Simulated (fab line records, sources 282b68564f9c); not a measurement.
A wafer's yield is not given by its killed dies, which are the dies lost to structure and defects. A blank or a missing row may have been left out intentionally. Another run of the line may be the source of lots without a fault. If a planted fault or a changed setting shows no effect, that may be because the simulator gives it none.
fab line records    flow rit_cmos
record lots=5  wafers=15  last_day=7
route steps=202 shown ACTIVE@11 FOX1@20 FOX2@23 NWELL@29 PWELL@39 WELLDRIVE@50 SILICIDE@161 M1@202
lots untouched by any fault: they come from a run of this same line in which no faults occurred
start_h: hours from the record's opening day to when the first of the lot's shown wafers began    wait_h: how many hours have passed since the lot's step before this one    " same as the row above    L1.1+2: a single row standing in for several wafers    - no value present, or no start provided    * or withheld: withheld    < > ~ a bound
route shown NAME@n: a module of which the file shows steps, and the number in the route of the first    usual: mean/standard deviation of fault-free wafers    same: alike in all rows    chamber/n: place in a boat    sites: each site's reading    _std_site: how widely they spread, as a standard deviation    _edge_site: inner sites' mean taken away from outer sites' mean    radius_mm: for every site, how far away it sits from the centre of the wafer    mask NAME#n: copy n    behind: tool/chamber where the wafer was last shaped    hold: why the lot was held/for how many hours/how that ended    device: the transistor (n, p or np) that didn't switch    end of line: the route-end tests of the same wafers    a step without rows: its recipe alone    killed: at the first sort, the dies lost to defects and structure; wafer yield is something else    map: a wafer's dies, x killed, . not, _ none there
set.NAME: setting as actually run; set.NAME@STEP: the setting as run at that earlier step    model.NAME: the simulator's own value behind a step, which no gauge read
lots at selected steps of the route; one table per step, one row per wafer
services: when a tool's chamber went out of use (start_h, in hours from the record's first day, below 0 if earlier), for how many hours, and the reason
## steps
# step RIT_ACTIVE_DEVELOP_10
# recipe resist=NOVOLAK  develop_time_s=49.27  dev_temp_c=23
# step RIT_ACTIVE_HARDBAKE_12
# recipe resist=NOVOLAK  temp_c=140  time_s=60
# step RIT_ACTIVE_ETCH_13
# recipe stop_on=SiO2  chemistry=SF6  target=Si3N4  time_s=210  over_etch_frac=0.3667  SF6_flow_sccm=200  pressure_mtorr=260  rf_w=125  target_depth_a=2100
# step RIT_ACTIVE_STRIP_14
# recipe chemistry=O2  time_s=180  resist=NOVOLAK  platen_temp_c=withheld  power_w=500  pressure_mtorr=4000  o2_flow_sccm=4000
# step RIT_ACTIVE_CLEAN_15
# recipe chemistry=SC1  mix=3:3:50  time_s=600  temp_c=75
# step RIT_ACTIVE_CLEAN_16
# recipe chemistry=dHF  dilution=50:1  time_s=30
# step RIT_ACTIVE_CLEAN_17
# recipe chemistry=SC2  mix=3:3:50  time_s=600  temp_c=75  dry=n2_spin
# step RIT_FOX1_OXIDATION_00
# recipe temp_c=1100  ambient=H2O  target_thk_a=3507  p_h2o_torr=720  ox_time_s=1130
# step RIT_FOX1_WET_ETCH_02
# recipe chemistry=BOE  target_depth_nm=350  time_s=390  temp_c=21.5  dry=n2_spin  dilution=10:1  target=SiO2
# step RIT_FOX2_OXIDATION_00
# recipe temp_c=1100  ambient=H2O  target_thk_a=3507  p_h2o_torr=720  ox_time_s=1130
# usual spike_tc_centre_C=1103.0/1.5  spike_tc_load_C=1126.7/2.1  spike_tc_source_C=1123.1/2.2  tube_center_temp_C=1100/0.093  tube_center_temp_C_max=1102.9/0.42
lot.wafer  tool        chamber  start_h  wait_h  spike_tc_centre_C  spike_tc_load_C  spike_tc_source_C  tube_center_temp_C  tube_center_temp_C_max  model.SiO2_of_FOX2_OXIDATION_00.thk_nm
L817.2     furnace-03  0        68.11    0.0     1101.8             1127.8           1121.2             1100                1102.6                  343.4
L817.4     "           0        "        "       1101.2             1129.3           1121.9             1099.9              1102.6                  346.1
L817.6     "           0        "        "       1103.4             1127.6           1121.7             1100.1              1102.3                  343.8
L820.1     furnace-03  0        82.14    0.0     1116.0             1141.9           1137.2             1115.1              1117.9                  374.1
L820.3     "           0        "        "       1116.7             1143.7           1136.5             1115                1118.0                  376.8
L820.6     "           0        "        "       1118.7             1141.7           1134.8             1115.2              1118.1                  373.6
L822.4     furnace-03  0        92.50    0.0     1119.1             1142.1           1137.9             1115                1118.1                  377.9
L822.5     "           0        "        "       1118.6             1143.1           1135.6             1115                1117.5                  376.5
L822.6     "           0        "        "       1116.6             1143.2           1136.4             1114.9              1117.8                  377.3
L823.1     furnace-03  0        97.13    0.0     1118.0             1142.9           1137.4             1114.9              1118.2                  366.7
L823.4     "           0        "        "       1118.1             1142.6           1136.5             1115.2              1118.3                  359.7
L823.6     "           0        "        "       1118.7             1144.6           1136.5             1114.9              1117.1                  362.4
L830.2     furnace-01  0        134.27   0.0     1102.6             1124.9           1124.0             1099.9              1103.0                  341.8
L830.3     "           0        "        "       1105.3             1125.8           1123.4             1100                1103.2                  348.8
L830.4     "           0        "        "       1106.6             1124.7           1122.1             1100.1              1102.7                  351.9
# step RIT_FOX2_THK_MEAS_01
# recipe reads=SiO2_of_FOX2_OXIDATION_00
# usual FOX2_OXIDE_THK=346/6.6
lot.wafer  tool           chamber  start_h  wait_h  hold                      FOX2_OXIDE_THK[nm]
L817.2     film_metro-03  -        69.43    0.0     -                         344
L817.4     "              -        "        "       -                         346
L817.6     "              -        "        "       -                         344
L820.1     film_metro-01  -        83.45    0.0     await_dispo/0.2h/release  374
L820.3     "              -        "        "       await_dispo/0.2h/release  377
L820.6     "              -        "        "       await_dispo/0.2h/release  374
L820.1     film_metro-01  -        83.68    0.2     -                         374
L820.3     "              -        "        "       -                         377
L820.6     "              -        "        "       -                         374
L822.4     film_metro-03  -        93.84    0.0     await_dispo/0.2h/release  378
L822.5     "              -        "        "       await_dispo/0.2h/release  376
L822.6     "              -        "        "       await_dispo/0.2h/release  377
L822.4     film_metro-03  -        94.07    0.2     -                         378
L822.5     "              -        "        "       -                         377
L822.6     "              -        "        "       -                         377
L823.1     film_metro-03  -        98.44    0.0     -                         367
L823.4     "              -        "        "       -                         360
L823.6     "              -        "        "       -                         362
L830.2     film_metro-01  -        135.59   0.0     -                         342
L830.3     "              -        "        "       -                         349
L830.4     "              -        "        "       -                         352
# step RIT_FOX2_WET_ETCH_03
# recipe chemistry=H3PO4  target=Si3N4  target_depth_nm=195  temp_c=165  time_s=2700
# step RIT_FOX2_THK_MEAS_90
# recipe reads=SiO2_of_FOX2_OXIDATION_00
# usual FIELD_OXIDE_LEFT_1_THK=319/6.6
lot.wafer  tool           chamber  start_h  wait_h  hold                      FIELD_OXIDE_LEFT_1_THK[nm]
L817.2     film_metro-03  -        70.38    0.0     -                         316
L817.4     "              -        "        "       -                         319
L817.6     "              -        "        "       -                         317
L820.1     film_metro-03  -        88.44    0.0     await_dispo/0.2h/release  347
L820.3     "              -        "        "       await_dispo/0.2h/release  349
L820.6     "              -        "        "       await_dispo/0.2h/release  346
L820.1     film_metro-03  -        88.67    0.2     -                         347
L820.3     "              -        "        "       -                         350
L820.6     "              -        "        "       -                         346
L822.4     film_metro-01  -        98.62    0.0     await_dispo/0.2h/release  351
L822.5     "              -        "        "       await_dispo/0.2h/release  349
L822.6     "              -        "        "       await_dispo/0.2h/release  350
L822.4     film_metro-01  -        98.85    0.2     -                         351
L822.5     "              -        "        "       -                         349
L822.6     "              -        "        "       -                         350
L823.1     film_metro-03  -        99.39    0.0     -                         339
L823.4     "              -        "        "       -                         332
L823.6     "              -        "        "       -                         335
L830.2     film_metro-03  -        136.47   0.0     -                         314
L830.3     "              -        "        "       -                         321
L830.4     "              -        "        "       -                         324
# step RIT_NWELL_COAT_01
# recipe resist=NOVOLAK  spin_rpm=2000  resist_thk_nm=1300
# step RIT_NWELL_SOFTBAKE_02
# recipe resist=NOVOLAK  temp_c=90  time_s=60
# step RIT_NWELL_EXPOSE_03
# recipe mask_id=M2  na=0.57  target_cd_nm=43900  dose_mj=250
# step RIT_NWELL_PEB_04
# recipe resist=NOVOLAK  temp_c=withheld  time_s=withheld
# step RIT_NWELL_DEVELOP_05
# recipe resist=NOVOLAK  develop_time_s=68  dev_temp_c=23
# step RIT_NWELL_HARDBAKE_07
# recipe resist=NOVOLAK  temp_c=140  time_s=120
# step RIT_NWELL_IMPLANT_08
# recipe species=P  energy_kev=170  dose_cm2=4.905e+13  tilt_deg=7
# step RIT_NWELL_STRIP_09
# recipe chemistry=O2  time_s=180  resist=NOVOLAK  platen_temp_c=withheld  power_w=500  pressure_mtorr=4000  o2_flow_sccm=4000
# step RIT_PWELL_HMDS_00
# recipe prime_time_s=60  prime_temp_c=140
# step RIT_PWELL_COAT_01
# recipe resist=NOVOLAK  spin_rpm=2000  resist_thk_nm=1300
# step RIT_PWELL_SOFTBAKE_02
# recipe resist=NOVOLAK  temp_c=90  time_s=60
# step RIT_PWELL_EXPOSE_03
# recipe mask_id=M3  na=0.57  target_cd_nm=43700  dose_mj=250
# step RIT_PWELL_PEB_04
# recipe resist=NOVOLAK  temp_c=withheld  time_s=withheld
# step RIT_PWELL_DEVELOP_05
# recipe resist=NOVOLAK  develop_time_s=70.64  dev_temp_c=23
# step RIT_PWELL_HARDBAKE_07
# recipe resist=NOVOLAK  temp_c=140  time_s=120
# step RIT_PWELL_IMPLANT_08
# recipe species=B  energy_kev=170  dose_cm2=7e+13  tilt_deg=7
# step RIT_PWELL_STRIP_09
# recipe chemistry=O2  time_s=180  resist=NOVOLAK  platen_temp_c=withheld  power_w=500  pressure_mtorr=4000  o2_flow_sccm=4000
# step RIT_WELLDRIVE_ANNEAL_00
# recipe temp_c=1100  time_s=14700  ambient=N2
# step RIT_FOX2_THK_MEAS_91
# recipe reads=SiO2_of_FOX2_OXIDATION_00
# usual FIELD_OXIDE_LEFT_2_THK=251/6.7
lot.wafer  tool           chamber  start_h  wait_h  hold                      FIELD_OXIDE_LEFT_2_THK[nm]
L817.2     film_metro-03  -        83.11    0.0     -                         248
L817.4     "              -        "        "       -                         251
L817.6     "              -        "        "       -                         249
L820.1     film_metro-02  -        109.61   0.0     await_dispo/0.2h/release  279
L820.3     "              -        "        "       await_dispo/0.2h/release  281
L820.6     "              -        "        "       await_dispo/0.2h/release  279
L820.1     film_metro-02  -        109.84   0.2     -                         279
L820.3     "              -        "        "       -                         281
L820.6     "              -        "        "       -                         279
L823.1     film_metro-02  -        113.21   0.0     -                         272
L823.4     "              -        "        "       -                         265
L823.6     "              -        "        "       -                         267
L822.4     film_metro-02  -        131.86   0.0     await_dispo/0.2h/release  281
L822.5     "              -        "        "       await_dispo/0.2h/release  280
L822.6     "              -        "        "       await_dispo/0.2h/release  281
L822.4     film_metro-02  -        132.09   0.2     -                         282
L822.5     "              -        "        "       -                         280
L822.6     "              -        "        "       -                         281
L830.2     film_metro-03  -        148.85   0.0     -                         246
L830.3     "              -        "        "       -                         253
L830.4     "              -        "        "       -                         257
# step RIT_SILICIDE_WET_ETCH_00
# recipe chemistry=BOE  target=SiO2  target_depth_nm=14  time_s=15  dry=n2_spin  dilution=10:1  temp_c=21.5
lot.wafer  tool          chamber  start_h  wait_h  model.SiO2_of_FOX2_OXIDATION_00.thk_nm
L817.2     wet_bench-01  3        100.46   0.1     143.3
L817.4     "             3        "        "       146.7
L817.6     "             3        "        "       143.7
L820.1     wet_bench-02  3        131.17   0.1     176
L820.3     "             3        "        "       177.2
L820.6     "             3        "        "       175.1
L823.1     wet_bench-01  2        137.22   0.1     167.4
L823.4     "             2        "        "       160
L823.6     "             2        "        "       162.5
L822.4     wet_bench-01  0        160.70   0.0     178.2
L822.5     "             0        "        "       176.6
L822.6     "             0        "        "       175.8
L830.2     wet_bench-01  2        166.05   0.1     141.7
L830.3     "             2        "        "       149.1
L830.4     "             2        "        "       153.3
# step RIT_M1_PROBE_99
# usual killed_at_contacts=0.1/0.24  killed_at_front_end=6.7/2.9  killed_dies=6.8/2.9  killed_open=3.5/1.8  killed_short=3.3/2.1
# same gross_dies=264  killed_at_M0_to_M3=0  killed_at_M4_up=0  killed_at_back_side=0  killed_at_other=0
lot.wafer  tool       chamber  start_h  wait_h  killed_at_contacts  killed_at_front_end  killed_dies  killed_open  killed_short  model.etest.pldd.width_nm  model.etest.nldd.width_nm  model.etest.field_n.vt_v  model.etest.field_p_metal.vt_v
L817.2     prober-02  -        109.00   0.1     0                   7                    7            5            2             3224                       3182                       33.84                     -30
L817.4     prober-02  -        109.10   0.2     0                   3                    3            3            0             3225                       3209                       34.25                     -29.9
L817.6     prober-02  -        109.20   0.2     0                   5                    5            5            0             3208                       3209                       33.93                     -29.9
L823.1     prober-02  -        145.11   0.1     0                   4                    4            4            0             3183                       3153                       36.8                      -29.15
L823.4     prober-02  -        145.26   0.2     0                   4                    4            3            1             3167                       3168                       35.81                     -29.05
L823.6     prober-02  -        145.36   0.2     0                   5                    5            4            1             3168                       3151                       36.26                     -29.27
L830.2     prober-01  -        173.56   0.1     0                   5                    5            2            3             3194                       3206                       33.5                      -28.84
L830.3     prober-01  -        173.61   0.2     1                   4                    5            3            2             3200                       3181                       34.45                     -28.86
L830.4     prober-01  -        173.66   0.2     0                   9                    9            3            6             3168                       3197                       34.98                     -29.15
# killed by level:class
L817.2 GATE:geometric_particle:open=2 SPACER:geometric_particle:open=2 FOX1:geometric_particle:short=1 REOX:geometric_particle:open=1 SPACER:geometric_particle:short=1
L817.4 FOX2:geometric_particle:open=1 GATE:geometric_particle:open=1 REOX:geometric_particle:open=1
L817.6 GATE:geometric_particle:open=2 SPACER:geometric_particle:open=2 REOX:geometric_particle:open=1
L823.1 FOX1:geometric_particle:open=1 GATE:geometric_particle:open=1 SPACER:geometric_particle:open=1 SILICIDE:geometric_particle:open=1
L823.4 REOX:geometric_particle:open=2 FOX2:geometric_particle:open=1 GATE:geometric_particle:short=1
L823.6 GATE:geometric_particle:open=2 REOX:geometric_particle:open=1 REOX:geometric_particle:short=1 SILICIDE:geometric_particle:open=1
L830.2 GATE:geometric_particle:short=3 GATE:geometric_particle:open=2
L830.3 FOX1:geometric_particle:short=1 GATE:geometric_particle:open=1 REOX:geometric_particle:short=1 SPACER:geometric_particle:open=1 CONTACT:geometric_particle:open=1
L830.4 GATE:geometric_particle:short=3 SPACER:geometric_particle:short=2 GATE:geometric_particle:open=1 REOX:geometric_particle:open=1 SILICIDE:geometric_particle:open=1 SILICIDE:geometric_particle:short=1
## services
tool          chamber  start_h  hours  kind
furnace-01    -        98.39    2.6    pm
furnace-03    -        102.05   5.5    pm
furnace-01    -        112.59   1.3    pm
furnace-03    -        114.67   3.3    pm
wet_bench-02  -        157.90   4.2    repair
## key
first_sign step=RIT_FOX2_OXIDATION_00  reading=tube_center_temp_C  direction=up  sigmas=99+  usual=*  struck=*
effect step=RIT_FOX2_OXIDATION_00  reading=tube_center_temp_C_max  direction=up  sigmas=36  usual=*  struck=*
effect step=RIT_FOX2_THK_MEAS_01  reading=visit  direction=added
effect step=RIT_FOX2_THK_MEAS_90  reading=visit  direction=added
effect step=RIT_FOX2_THK_MEAS_91  reading=FIELD_OXIDE_LEFT_2_THK  direction=up  sigmas=3.8  usual=251  struck=276
model_effect step=RIT_FOX2_OXIDATION_00  value=SiO2_of_FOX2_OXIDATION_00.thk_nm  without=348.2  struck=371.7
model_effect step=RIT_SILICIDE_WET_ETCH_00  value=SiO2_of_FOX2_OXIDATION_00.thk_nm  without=148.6  struck=172.1
model_effect step=RIT_M1_PROBE_99  value=etest.pldd.width_nm  without=3200  struck=3173
met_at RIT_FOX2_OXIDATION_00
struck_wafers L820.1,L820.3,L820.6,L822.4,L822.5,L822.6,L823.1,L823.4,L823.6
rows_end L820.1,L820.3,L820.6,L822.4,L822.5,L822.6
tester_left_out L823
onset_between 68.11 82.14
fault kind=process_parameter_drift  tool=furnace-03  chamber=-  onset_h=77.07  steps=RIT_FOX2_OXIDATION_00  channel=temp_c  offset=*  shape=step  end_h=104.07  acts_in=*  stated=*
# tester_left_out: of these lots the tester's yield and bins aren't shown, on N5 and GAA mostly nor the transistor test; their killed dies are dies lost to structure and defects alone, not to doping, threshold or leakage, so they don't give the yield
# rows_end: these wafers met a further fault down the route, and their rows from its step on are left out
